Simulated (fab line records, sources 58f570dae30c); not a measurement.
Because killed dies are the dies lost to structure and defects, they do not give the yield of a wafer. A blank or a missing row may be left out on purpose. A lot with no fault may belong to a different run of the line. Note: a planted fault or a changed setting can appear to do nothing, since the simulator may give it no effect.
Which tool was responsible?	flow berkeley cmos170	Sampling: 14 lots, 42 wafers, 2 of 331 route steps

## WHAT THE GAUGES READ, wafer by wafer
UCB170_PWELL_TW_MEAS_17.
lot	measured	on	PWELL_TW
L228	day 3 02:11	film metro-04	372 375 374
L229	day 3 09:21	film metro-01	383 382 381
L234	day 4 08:30	film metro-04	375 374 374
L233	day 4 09:13	film metro-04	373 371 374
L232	day 4 11:31	film metro-04	355 355 355 353 354 353
L235	day 4 12:19	film metro-01	361 359 359 362 361 361
L241	day 5 11:18	film metro-01	382 383 381
L242	day 5 19:17	film metro-04	381 379 379
L244	day 6 06:19	film metro-02	379 378 378
L243	day 6 06:36	film metro-04	379 377 378
L249	day 7 04:52	film metro-02	381 379 378
L247	day 7 04:54	film metro-04	377 375 376
L250	day 7 14:02	film metro-02	382 382 379
L251	day 7 16:11	film metro-04	374 377 376

## WHAT TOOL EACH LOT RAN ON (gives the tool, then ch and the chambers of the sampled wafers, and finally the start)
lot	UCB170_PWELL_IMPLANT_15
L228	implanter-04 ch 0, day 3 01:58
L229	implanter-01 ch 0, day 3 09:08
L234	implanter-04 ch 0, day 4 08:18
L233	implanter-03 ch 0, day 4 08:58
L232	implanter-03 ch 0, day 4 11:17
L235	implanter-03 ch 0, day 4 12:05
L241	implanter-01 ch 0, day 5 11:04
L242	implanter-04 ch 0, day 5 19:04
L244	implanter-01 ch 0, day 6 06:04
L243	implanter-04 ch 0, day 6 06:23
L249	implanter-04 ch 0, day 7 04:37
L247	implanter-01 ch 0, day 7 04:40
L250	implanter-04 ch 0, day 7 13:49
L251	implanter-01 ch 0, day 7 15:58
- UCB170_PWELL_IMPLANT_15

## WHAT THE TOOLS THEMSELVES READ (means of the sampled wafers that have a number; where no wafer has one, the mark that the record gives instead)
UCB170_PWELL_IMPLANT_15.
lot	tool	dose ions cm2	faraday current uA
L228	implanter-04	5e+12	15.81
L229	implanter-01	5e+12	15.76
L234	implanter-04	5e+12	15.84
L233	implanter-03	5e+12	15.85
L232	implanter-03	4e+12	13.16
L235	implanter-03	4e+12	13.29
L241	implanter-01	5e+12	15.93
L242	implanter-04	5e+12	15.95
L244	implanter-01	5e+12	16.12
L243	implanter-04	5e+12	16.11
L249	implanter-04	5e+12	15.87
L247	implanter-01	5e+12	15.95
L250	implanter-04	5e+12	15.71
L251	implanter-01	5e+12	15.98

## THE ANSWER, worked out from the rows above alone
Rule: the lots themselves supply what counts as usual. Put in order of their means at a reading, lots are off if they are a third of the lots or fewer, leave a main group of 4 or more, and stand apart from it by a gap of 3 or more times the standard deviation of the main group's means; of several such gaps the widest counts. A main group whose means are all the same, to the digits that the tables above print for the reading, isn't used. Also off: a lot with no number at a reading for which 4 or more lots have one. All remaining lots with rows at the step are treated as sound. The gauges are gone through in route order, then the tools' own readings, and for those a lot's mean is taken as printed above. The first step at which some lot is off is used, and at that step the reading that is off furthest; a lot without a number counts as furthest.
Off: L232, L235, at UCB170_PWELL_TW_MEAS_17 (PWELL_TW). Main group: mean 378, sd 3.1.
A tool fits if, at a process step before that reading, it ran every lot that is off, and no sound lot after the first of them. Not tried: the gauges at UCB170_PWELL_TW_MEAS_17; whatever is off there is also off at UCB170_PWELL_IMPLANT_15, on other tools, and gauge error can't account for it. One candidate fits, namely implanter-03 at UCB170_PWELL_IMPLANT_15. Its last sound lot is L233 (day 4 08:58), its first lot that is off L232 (day 4 11:17): a fault that began between those two fits.
The tool's own readings at UCB170_PWELL_IMPLANT_15 bear it out: on the lots that are off they differ by more than 5 times the standard deviation of the sound lots' means. dose ions cm2 reads 4e+12 there against 5e+12 on the sound lots; faraday current uA reads 13.22 there against 15.91 on the sound lots.

## WHAT THE SIMULATOR HAD INSERTED
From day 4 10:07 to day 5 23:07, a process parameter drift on implanter-03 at UCB170_PWELL_IMPLANT_15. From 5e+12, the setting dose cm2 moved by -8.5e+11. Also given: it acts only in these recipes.
Struck lots among those shown: L232, L235. The rule above reached the same finding.
